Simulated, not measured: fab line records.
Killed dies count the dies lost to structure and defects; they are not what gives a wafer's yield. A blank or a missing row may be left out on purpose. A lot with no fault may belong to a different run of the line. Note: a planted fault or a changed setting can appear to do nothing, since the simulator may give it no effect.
What tool caused it?    flow berkeley-cmos170    45 wafers from 15 lots sampled at 4 of the route's 331 steps

## WHAT EACH GAUGE READ, for each wafer
UCB170_GATE_THK_MEAS_05.
lot   measured      on             GATE_POLY_THK (nm)
L594  day 6 03:25   film-metro-01  215.6 214.2 214.5
L596  day 6 16:29   film-metro-02  213.4 212.1 211.8
L597  day 7 05:53   film-metro-02  213.3 211.1 213.9
L598  day 7 05:53   film-metro-03  214.1 214.2 213.0
L599  day 7 05:57   film-metro-01  210.3 210.6 211.5
L600  day 7 20:37   film-metro-03  215.4 215.3 213.9
L602  day 8 15:25   film-metro-03  214.5 212.7 211.3
L603  day 8 15:25   film-metro-02  211.5 214.8 214.0
L604  day 8 19:31   film-metro-03  279.5 280.9 279.6
L606  day 9 06:25   film-metro-02  282.7 283.4 283.3
L607  day 9 06:26   film-metro-01  280.0 282.2 281.9
L608  day 9 12:59   film-metro-02  211.0 211.6 213.5
L609  day 9 13:00   film-metro-01  216.8 215.5 217.2
L614  day 10 21:57  film-metro-03  211.4 211.4 212.7
L615  day 10 21:58  film-metro-01  212.6 210.9 213.1

UCB170_PLDD_OVL_MEAS_07.
lot   measured      on          PLDD_OVL (nm)
L594  day 6 06:56   overlay-02  4 2 -2
L596  day 6 20:34   overlay-02  8 1 4
L597  day 7 08:56   overlay-01  -4 -3 0
L598  day 7 09:08   overlay-01  -1 -4 -1
L599  day 7 09:23   overlay-02  10 5 9
L600  day 7 23:15   overlay-02  0 3 4
L602  day 8 18:22   overlay-02  2 -1 0
L603  day 8 18:38   overlay-02  3 -4 -5
L604  day 8 22:58   overlay-01  -4
L606  day 9 09:20   overlay-01  -7
L608  day 9 16:10   overlay-01  2 -5 -13
L609  day 9 17:35   overlay-02  5 -1 3
L614  day 11 00:55  overlay-02  -4 4 -5
L615  day 11 01:22  overlay-01  4 4 11

## WHAT TOOL EACH LOT RAN ON (gives the tool, then ch and the chambers of the sampled wafers, and finally the start)
lot   UCB170_GATE_CVD_04           UCB170_GATE_ETCH_15
L594  lpcvd-01 ch 0, day 6 02:01   rie-si-02 ch 0,1,3, day 6 04:56
L596  lpcvd-02 ch 0, day 6 15:05   rie-si-01 ch 0,2,3, day 6 18:05
L597  lpcvd-02 ch 1, day 7 04:29   rie-si-02 ch 0,3, day 7 07:19
L598  lpcvd-02 ch 1, day 7 04:29   rie-si-01 ch 0,1,2, day 7 07:22
L599  lpcvd-02 ch 0, day 7 04:29   rie-si-02 ch 0,2,3, day 7 07:36
L600  lpcvd-02 ch 0, day 7 19:13   rie-si-01 ch 0,1, day 7 21:43
L602  lpcvd-02 ch 1, day 8 14:01   rie-si-01 ch 0,1, day 8 16:38
L603  lpcvd-02 ch 0, day 8 14:01   rie-si-02 ch 0,2, day 8 16:52
L604  lpcvd-02 ch 0, day 8 18:07   rie-si-02 ch 0,2, day 8 21:25
L606  lpcvd-02 ch 1, day 9 05:01   rie-si-01 ch 0,1,2, day 9 07:31
L607  lpcvd-02 ch 0, day 9 05:01   rie-si-02 ch 1,2, day 9 07:45
L608  lpcvd-01 ch 0, day 9 11:34   rie-si-01 ch 0,2,3, day 9 14:35
L609  lpcvd-01 ch 1, day 9 11:34   rie-si-02 ch 0,1,2, day 9 14:48
L614  lpcvd-01 ch 0, day 10 20:32  rie-si-01 ch 0,1,2, day 10 23:21
L615  lpcvd-01 ch 0, day 10 20:32  rie-si-01 ch 2,3, day 10 23:43
- UCB170_GATE_CVD_04: deposits poly-Si from SiH4, time 1440 s, target thk 214 nm.
- UCB170_GATE_ETCH_15: etches poly-Si in HBr/Cl2, stops on SiO2, time 56.3 s, target depth 278.2 nm.

## WHAT THE TOOLS THEMSELVES READ (means of the sampled wafers that have a number; where no wafer has one, the mark that the record gives instead)
UCB170_GATE_ETCH_15.
lot   tool       HBr_flow_sccm (sccm)  drypump-motor-current-A (A)  oes-product-au (a.u.)  throttle-valve-pct (%)
L594  rie-si-02  150.0                 5.43                         0.850                  26.39
L596  rie-si-01  150.4                 5.39                         0.831                  26.49
L597  rie-si-02  150.3                 5.20                         0.840                  26.45
L598  rie-si-01  150.1                 5.55                         0.827                  26.55
L599  rie-si-02  150.2                 5.26                         0.832                  26.40
L600  rie-si-01  150.0                 5.70                         0.833                  26.63
L602  rie-si-01  149.9                 5.71                         0.822                  26.62
L603  rie-si-02  149.6                 5.14                         0.842                  26.38
L604  rie-si-02  150.2                 5.10                         1.008                  26.43
L606  rie-si-01  149.9                 5.55                         0.986                  26.54
L607  rie-si-02  149.8                 5.55                         1.012                  26.33
L608  rie-si-01  149.7                 5.39                         0.825                  26.51
L609  rie-si-02  149.7                 5.34                         0.849                  26.38
L614  rie-si-01  150.3                 5.54                         0.819                  26.53
L615  rie-si-01  150.0                 5.22                         0.825                  26.44

## THE ANSWER, worked out from the rows above alone
Rule: usual is defined by the lots themselves. The widest of any qualifying gaps counts: lots, ordered by their means at a reading, are off when they make up no more than a third of the lots, leave a main group of 4 or more, and stand apart from it by 3 or more times the standard deviation of that group's means. A main group is skipped when, at the precision printed for the reading in the tables above, its means are all equal. Also off: a lot with no number at a reading for which 4 or more lots have one. Any other lot the step has rows for is counted as sound. The gauges are gone through in route order, then the tools' own readings, and for those a lot's mean is taken as printed above. At the first step where some lot is off, the reading lying furthest off is the one used; lots without a number count as furthest.
Off: at UCB170_GATE_THK_MEAS_05 (GATE_POLY_THK), L604, L606, L607. For the main group the mean is 213.2 nm and the standard deviation 1.5.
If a tool, at a process step before that reading, ran all the lots that are off and no sound lot after the first of them, it fits. Not tried: the gauges at UCB170_GATE_THK_MEAS_05; whatever is off there is also off at UCB170_GATE_ETCH_15, on other tools, and gauge error can't account for it. One fits: UCB170_GATE_CVD_04 on lpcvd-02. Its last sound lot is L602 (day 8 14:01), its first lot that is off L604 (day 8 18:07): a fault that began between those two fits.

## WHAT WAS PUT IN BY THE SIMULATOR
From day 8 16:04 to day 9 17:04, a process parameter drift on lpcvd-02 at UCB170_GATE_CVD_04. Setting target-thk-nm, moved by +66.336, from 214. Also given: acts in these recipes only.
Struck lots among those shown: L604, L606, L607. The rule above found the same.
